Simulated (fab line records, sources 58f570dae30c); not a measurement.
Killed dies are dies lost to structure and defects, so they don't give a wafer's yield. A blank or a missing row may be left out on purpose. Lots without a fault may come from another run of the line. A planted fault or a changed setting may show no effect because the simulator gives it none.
A struck lot beside a sound one | flow berkeley_cmos170 | 22 steps out of a route of 331
Sound: wafers L345.3, L345.4, L345.5. Struck: wafers L350.2, L350.4, L350.5. The cause comes at the end.
At each step with rows: each side's tool, then ch and its chambers, then its first start. Under that, the readings that differ: sound wafers | struck wafers | difference of the means | sigmas: that difference in standard deviations of wafers without a fault.
alike: readings whose means differ by less than 2 such deviations, and words and numbers that are the same on both sides. not compared: withheld readings, readings that some wafer has no value for, bounds like >300 that may hide the same value, and numbers for which the record gives no deviation and whose values overlap.
The two part at a step that has a row with sigmas, a row that says differs or no value, or rows on one side only. Numbers that don't overlap but have no deviation are shown without sigmas and don't part them. A reading that every wafer of one side lacks parts them only if that side has two wafers or more.

UCB170_V2_CD_MEAS_90: target cd 700 nm.
  sound on cd_sem-01, day 8 23:12; struck on cd_sem-01, day 10 05:37
  reading    | sound             | struck            | difference | sigmas
  cd_nm (nm) | 703.1 704.6 703.8 | 700.9 699.8 700.5 | -3.4       | -2
then, 1 step without rows for these wafers: UCB170_M3_PRE_CLEAN_00 (preclean etch time 60 s).
UCB170_M3_SPUTTER_01: material Al, target thk 900 nm, time 120 s.
  sound on pvd_sputter-03, day 8 23:21; struck on pvd_sputter-04, day 10 05:47
  alike: throttle_valve_pct
UCB170_M3_RS_MEAS_02: measures by four-point-probe.
  sound on film_metro-03, day 8 23:28; struck on film_metro-03, day 10 05:53
  alike: M3_AL_RS
UCB170_M3_THK_MEAS_03: measures by xrf.
  sound on film_metro-03, day 8 23:34; struck on film_metro-03, day 10 06:00
  alike: M3_AL_THK
then, 3 steps without rows for these wafers: UCB170_M3_HMDS_04 (prime time 60 s); UCB170_M3_COAT_05 (resist thk 900 nm); UCB170_M3_SOFTBAKE_06 (time 60 s).
UCB170_M3_STRIP_07: strips in O2.
  sound on plasma_asher-04 ch 0,1, day 9 00:13; struck on plasma_asher-02 ch 0,1, day 10 06:50
  reading                      | sound             | struck            | difference | sigmas
  strip_time_to_endpoint_s (s) | 21.90 21.88 21.90 | 22.03 22.10 22.07 | +0.17      | +2
  alike: drypump_motor_current_A, oes_product_au
  not compared: rf_hours_counter_h
then, 3 steps without rows for these wafers: UCB170_M3_STRIP_08 (strips KrF in DMSO, time 600 s); UCB170_M3_COAT_09; UCB170_M3_COAT_10 (resist thk 900 nm).
UCB170_M3_SOFTBAKE_11: time 60 s.
  sound on litho_track-01 ch 0, day 9 00:00; struck on litho_track-01 ch 0, day 10 07:00
  reading                             | sound                | struck               | difference | sigmas
  heater_power_total_W (W)            | 56.83 56.82 56.80    | 63.87 64.03 63.94    | +7.13      | +99 or more
  plate_temp_C (C)                    | 130.21 130.10 129.86 | 142.30 142.45 142.32 | +12.30     | +95
  model.KrF_of_M3_COAT_10.thk_nm (nm) | 904 900.6 903.9      | 887.4 887.2 886      | -16.0      |
  alike: resist_line_temp_C
then, 2 steps without rows for these wafers: UCB170_M3_EXPOSE_12 (exposes mask METAL3, target cd 700 nm); UCB170_M3_PEB_13.
UCB170_M3_DEVELOP_14: develop time 45 s.
  sound on litho_track-01 ch 0; struck on litho_track-03 ch 0
  reading                             | sound             | struck          | difference | sigmas
  model.KrF_of_M3_COAT_10.thk_nm (nm) | 889.7 886.4 889.7 | 873.3 873.1 872 | -15.8      |
  alike: resist_line_temp_C
UCB170_M3_CD_MEAS_15: target cd 700 nm.
  sound on cd_sem-01, day 9 01:22; struck on cd_sem-01, day 10 08:35
  reading    | sound             | struck            | difference | sigmas
  cd_nm (nm) | 700.6 700.6 701.3 | 671.0 669.1 670.1 | -30.8      | -24
UCB170_M3_OVL_MEAS_16:
  sound on overlay-01, day 9 01:28; struck on overlay-02, day 10 08:41
  alike: M3_OVL
UCB170_M3_ETCH_17: etches BARC in N2/H2.
  sound on rie_diel-03 ch 1,2,3, day 9 01:29; struck on rie_diel-01 ch 0,1,2, day 10 08:43
  reading             | sound           | struck            | difference | sigmas
  model.M3.cd_nm (nm) | 700.3 700.1 701 | 670.9 669.9 670.3 | -30.1      |
  alike: drypump_motor_current_A, oes_product_au, throttle_valve_pct
UCB170_M3_METAL_ETCH_18: etches Al in Cl2/BCl3, stops on SiO2, target depth 1170 nm, time 195 s.
  sound on rie_metal-01 ch 1, day 9 01:41; struck on rie_metal-01 ch 0,1, day 10 08:46
  reading               | sound             | struck            | difference | sigmas
  bcl3_flow_sccm (sccm) | 45.35 45.23 45.01 | 44.81 44.81 44.99 | -0.33      | -2
  model.M3.cd_nm (nm)   | 704.3 703.3 705.2 | 674.8 675.1 675.8 | -29.0      |
  alike: drypump_motor_current_A, oes_product_au, throttle_valve_pct
  not compared: rf_hours_counter_h
UCB170_M3_STRIP_19: strips in O2.
  sound on plasma_asher-02 ch 0,1, day 9 02:04; struck on plasma_asher-04 ch 0, day 10 08:57
  alike: drypump_motor_current_A, oes_product_au
  not compared: rf_hours_counter_h
UCB170_M3_PROBE_99:
  the record has rows for the sound wafers here (prober-02, day 9 02:28) and none for the struck ones

WHERE THEY PART
First at UCB170_V2_CD_MEAS_90; last, within this record, at UCB170_M3_PROBE_99.

WHY: what the simulator had put in
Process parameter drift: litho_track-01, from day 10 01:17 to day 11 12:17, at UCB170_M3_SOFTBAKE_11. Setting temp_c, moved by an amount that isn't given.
